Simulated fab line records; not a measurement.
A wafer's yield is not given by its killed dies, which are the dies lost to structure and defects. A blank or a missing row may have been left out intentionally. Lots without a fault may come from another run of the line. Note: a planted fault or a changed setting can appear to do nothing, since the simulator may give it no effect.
Comparing a struck lot with a sound one ; flow rit-cmos ; 22 out of 202 route steps
Sound: the wafers L725.1, L725.3, L725.6. The struck wafers were L737.1, L737.3, L737.5. The cause is given at the end.
Per side, at each step with rows, come the tool, then ch with its chambers, and then its first start. Under that, the readings that differ: sound wafers ; struck wafers ; difference of the means ; sigmas: that difference in standard deviations of wafers without a fault.
alike: readings with means less than 2 such deviations apart, plus words and numbers identical on both sides. not compared: withheld readings, readings lacking a value on some wafer, bounds such as >300 that could conceal the same value, and numbers that have no deviation in the record and whose values overlap.
A row with sigmas, a row that says differs or no value, or rows on one side alone: a step with any of these is where the two part. Numbers that don't overlap but have no deviation are shown without sigmas and don't part them. A reading missing from all wafers of one side parts the sides only when that side holds two or more wafers.

first, 3 steps without rows for these wafers: RIT_GATE_CLEAN_02 (cleans in dHF, time 30 s); RIT_GATE_CLEAN_03 (cleans in SC2, time 600 s); RIT_GATE_CLEAN_04 (cleans in dHF, time 60 s).
RIT_FOX2_THK_MEAS_91:
  struck on film-metro-01, day 5 23:02; sound on film-metro-02, day 3 10:14
  alike: FIELD_OXIDE_LEFT_2_THK
then, 2 steps without rows for these wafers: RIT_GATE_OXIDATION_05 (target thk 3 nm, ox time 270 s); RIT_GATE_ANNEAL_06 (time 600 s).
RIT_GATE_THK_MEAS_07:
  struck on film-metro-01, day 6 01:29; sound on film-metro-03, day 3 14:18
  alike: GATE_OXIDE_THK
then, 1 step without rows for these wafers: RIT_GATE_CVD_08 (deposits poly-Si from SiH4, target thk 250 nm, time 2220 s).
RIT_GATE_THK_MEAS_09:
  struck on film-metro-03, day 6 03:10; sound on film-metro-01, day 3 15:59
  alike: GATE_POLY_THK
then, 3 steps without rows for these wafers: RIT_GATE_HMDS_10 (prime time 60 s); RIT_GATE_COAT_11 (resist thk 850 nm); RIT_GATE_SOFTBAKE_12 (time 60 s).
RIT_GATE_EXPOSE_13: exposes mask M6, target cd 150 nm.
  sound on iline-stepper-02 ch 0, day 3 16:31; struck on iline-stepper-02 ch 0, day 6 03:48
  alike: mask, focus-offset-nm
then, 2 steps without rows for these wafers: RIT_GATE_PEB_14; RIT_GATE_DEVELOP_15 (develop time 50 s).
RIT_GATE_CD_MEAS_16: target cd 150 nm.
  struck on cd-sem-01, day 6 04:17; sound on cd-sem-01, day 3 16:55
reading;sound;struck;difference;sigmas
cd-nm (nm);148 148 149;- - -;no value on the struck wafers;
RIT_GATE_OVL_MEAS_17:
  struck on overlay-01, day 6 04:25; sound on overlay-02, day 3 17:02
  not compared: GATE_OVL
then, 1 step without rows for these wafers: RIT_GATE_HARDBAKE_18 (time 60 s).
RIT_GATE_ETCH_19: etches poly-Si in SF6/CHF3/O2, stops on SiO2, time 165 s, target depth 312.5 nm.
  sound on rie-si-01 ch 1,2,3, day 3 17:13; struck on rie-si-01 ch 0,1, day 6 04:37
  alike: SF6_flow_sccm, drypump-motor-current-A, oes-product-au, throttle-valve-pct
  not compared: rf-hours-counter-h
RIT_GATE_STRIP_20: strips in O2, time 180 s.
  sound on plasma-asher-02 ch 0, day 3 17:19; struck on plasma-asher-02 ch 0,1, day 6 04:43
  alike: drypump-motor-current-A
  not compared: rf-hours-counter-h
RIT_GATE_CD_MEAS_90: target cd 150 nm.
  struck on cd-sem-01, day 6 04:54; sound on cd-sem-01, day 3 17:29
reading;sound;struck;difference;sigmas
cd-nm (nm);149 148 149;- - -;no value on the struck wafers;
then, 1 step without rows for these wafers: RIT_REOX_CLEAN_00 (cleans in SC1, time 600 s).

WHERE THEY PART
Last at RIT_GATE_CD_MEAS_90 as far as this record goes, first at RIT_GATE_CD_MEAS_16.

WHY: the cause the simulator had injected
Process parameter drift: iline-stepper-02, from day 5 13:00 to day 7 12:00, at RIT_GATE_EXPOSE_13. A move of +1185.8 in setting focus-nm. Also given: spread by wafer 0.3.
